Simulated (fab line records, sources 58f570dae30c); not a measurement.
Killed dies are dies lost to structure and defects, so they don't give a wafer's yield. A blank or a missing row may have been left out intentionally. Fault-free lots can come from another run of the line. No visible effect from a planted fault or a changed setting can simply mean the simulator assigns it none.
The tool behind it: which one? :: flow berkeley_cmos170 :: 21 wafers sampled from 7 lots at 1 step of a route of 331

== WHAT THE GAUGES READ, wafer by wafer ==
UCB170_V1_BOW_MEAS_03.
lot: L268
measured: day 7 16:25
on: film_metro-01
V1_BOW (um): 27 25 21

lot: L272
measured: day 8 13:03
on: film_metro-04
V1_BOW (um): 2 13 5

lot: L276
measured: day 9 11:29
on: film_metro-03
V1_BOW (um): 13 21 4

lot: L277
measured: day 10 01:36
on: film_metro-03
V1_BOW (um): 11 7 14

lot: L278
measured: day 10 04:04
on: film_metro-04
V1_BOW (um): 27 33 33

lot: L282
measured: day 11 04:28
on: film_metro-04
V1_BOW (um): 14 15 11

lot: L288
measured: day 12 01:07
on: film_metro-04
V1_BOW (um): 23 19 14

== WHAT TOOL EACH LOT RAN ON (gives the tool, then ch and the chambers of the sampled wafers, and finally the start) ==
Before these readings, the record contains no process step.

== THE ANSWER, worked out from the rows above alone ==
Rule: usual is defined by the lots themselves. Put in order of their means at a reading, lots are off if they are a third of the lots or fewer, leave a main group of 4 or more, and stand apart from it by a gap of 3 or more times the standard deviation of the main group's means; of several such gaps the widest counts. A main group whose means are all the same, to the digits that the tables above print for the reading, isn't used. Also off: a lot with no number at a reading for which 4 or more lots have one. All remaining lots with rows at the step are treated as sound.
Across all readings shown, no lot is off: no conclusion can be drawn from this.

== WHAT THE SIMULATOR PUT IN ==
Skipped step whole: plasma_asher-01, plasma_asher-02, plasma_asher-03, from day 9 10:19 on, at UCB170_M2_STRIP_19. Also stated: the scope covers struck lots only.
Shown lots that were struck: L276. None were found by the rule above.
